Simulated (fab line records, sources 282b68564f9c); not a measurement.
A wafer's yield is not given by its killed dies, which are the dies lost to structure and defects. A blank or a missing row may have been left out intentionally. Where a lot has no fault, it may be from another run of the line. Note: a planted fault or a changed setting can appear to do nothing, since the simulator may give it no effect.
A lot that was struck, set against a sound lot    flow rit cmos    34 steps out of a route of 202
Sound: wafers L868.1, L868.2, L868.5. The struck wafers were L872.3, L872.4, L872.6. The cause is given at the end.
Per side, at each step with rows, come the tool, then ch with its chambers, and then its first start. Under that, the readings that differ: sound wafers    struck wafers    difference of the means    sigmas: that difference in standard deviations of wafers without a fault.
alike: readings whose means differ by less than 2 such deviations, and words and numbers that are the same on both sides. not compared: withheld readings, readings that some wafer has no value for, bounds like >300 that may hide the same value, and numbers for which the record gives no deviation and whose values overlap.
Wherever a step has rows on one side only, a row that says differs or no value, or a row with sigmas, the two part there. When numbers do not overlap yet have no deviation, they are printed without sigmas and do not part them. Lack of a reading on every wafer of one side parts them only where that side has two or more wafers.

RIT_PLDD_OVL_MEAS_06:
  sound: overlay-02 at day 3 22:03; struck: overlay-01 at day 4 17:54
  alike: PLDD_OVL
then, 2 steps without rows for these wafers: RIT_PLDD_HARDBAKE_07 (time 60 s); RIT_PLDD_IMPLANT_08.
RIT_PLDD_STRIP_09: strips in O2, time 180 s.
  sound on plasma asher-02 ch 0,1, day 3 22:23; struck on plasma asher-03 ch 0,1, day 4 18:17
  alike: drypump motor current A, rf refl power W
  not compared: rf hours counter h
RIT_PLDD_TW_MEAS_10:
  sound: film metro-03 at day 3 22:34; struck: film metro-04 at day 4 18:25
  alike: PLDD_TW
then, 4 steps without rows for these wafers: RIT_SPACER_CLEAN_00 (cleans in SC1, time 600 s); RIT_SPACER_CLEAN_01 (cleans in dHF, time 30 s); RIT_SPACER_CLEAN_02 (cleans in SC2, time 600 s); RIT_SPACER_CVD_03 (deposits Si3N4 from SiH2Cl2/NH3, target thk 250 nm, time 3300 s).
RIT_SPACER_THK_MEAS_04:
  sound: film metro-01 at day 4 00:54; struck: film metro-02 at day 4 20:46
  alike: SPACER_NITRIDE_THK
RIT_SPACER_ETCHBACK_05: etches Si3N4 in SF6/CHF3, stops on SiO2, target depth 250 nm, time 240 s.
  sound on rie diel-04 ch 0,2,3, day 4 00:58; struck on rie diel-01 ch 2,3, day 4 20:49
  alike: drypump motor current A, oes product au, throttle valve pct
  not compared: rf hours counter h
then, 1 step without rows for these wafers: RIT_NSD_HMDS_00 (prime time 60 s).
RIT_NSD_COAT_01: resist thk 1000 nm.
  sound on litho track-01 ch 0, day 4 01:16; struck on litho track-04, day 4 21:10
  no value came back on the struck wafers for chill plate temp C (C), dispense pressure kPa (kPa), resist line temp C (C); on the sound wafers chill plate temp C (C) reads 23.00 23.14 23.01
then, 4 steps without rows for these wafers: RIT_NSD_SOFTBAKE_02 (time 60 s); RIT_NSD_EXPOSE_03 (exposes mask M9, target cd 40700 nm); RIT_NSD_PEB_04; RIT_NSD_DEVELOP_05 (develop time 50 s).
RIT_NSD_OVL_MEAS_06:
  sound: overlay-01 at day 4 01:58; struck: overlay-02 at day 4 21:49
reading       sound          struck  difference                     sigmas
NSD_OVL (nm)  -1.4 0.3 -2.6  - - -   no value on the struck wafers  
then, 2 steps without rows for these wafers: RIT_NSD_HARDBAKE_07 (time 60 s); RIT_NSD_IMPLANT_08.
RIT_NSD_STRIP_09: strips in O2, time 180 s.
  sound on plasma asher-01 ch 0,1, day 4 02:18; struck on plasma asher-04 ch 0,1, day 4 22:12
  alike: drypump motor current A, rf refl power W
  not compared: rf hours counter h
RIT_NSD_TW_MEAS_10:
  sound: film metro-01 at day 4 02:28; struck: film metro-04 at day 4 22:20
reading  sound           struck          difference  sigmas
NSD_TW   3037 3050 3043  3113 3120 3110  +71         +2
then, 6 steps without rows for these wafers: RIT_PSD_HMDS_00 (prime time 60 s); RIT_PSD_COAT_01 (resist thk 1000 nm); RIT_PSD_SOFTBAKE_02 (time 60 s); RIT_PSD_EXPOSE_03 (exposes mask M10, target cd 40900 nm); RIT_PSD_PEB_04; RIT_PSD_DEVELOP_05 (develop time 50 s).
RIT_PSD_OVL_MEAS_06:
  sound: overlay-01 at day 4 03:31; struck: overlay-02 at day 4 23:34
  alike: PSD_OVL
then, 2 steps without rows for these wafers: RIT_PSD_HARDBAKE_07 (time 60 s); RIT_PSD_IMPLANT_08.
RIT_PSD_STRIP_09: strips in O2, time 180 s.
  sound on plasma asher-04 ch 0,1, day 4 03:50; struck on plasma asher-03 ch 0,1, day 4 23:58
  alike: drypump motor current A, rf refl power W
  not compared: rf hours counter h
RIT_PSD_TW_MEAS_10:
  sound: film metro-01 at day 4 04:01; struck: film metro-04 at day 5 00:05
reading  sound           struck          difference  sigmas
PSD_TW   3347 3358 3347  3600 3611 3611  +257        +7
then, 1 step without rows for these wafers: RIT_SDANNEAL_CLEAN_00 (cleans in SC1, time 600 s).

== WHERE THEY PART ==
Last at RIT_PSD_TW_MEAS_10 as far as this record goes, first at RIT_NSD_COAT_01.

WHY: what had been put in by the simulator
Step skipped in full: litho track-04, at RIT_NSD_COAT_01, from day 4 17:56 onward. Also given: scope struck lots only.
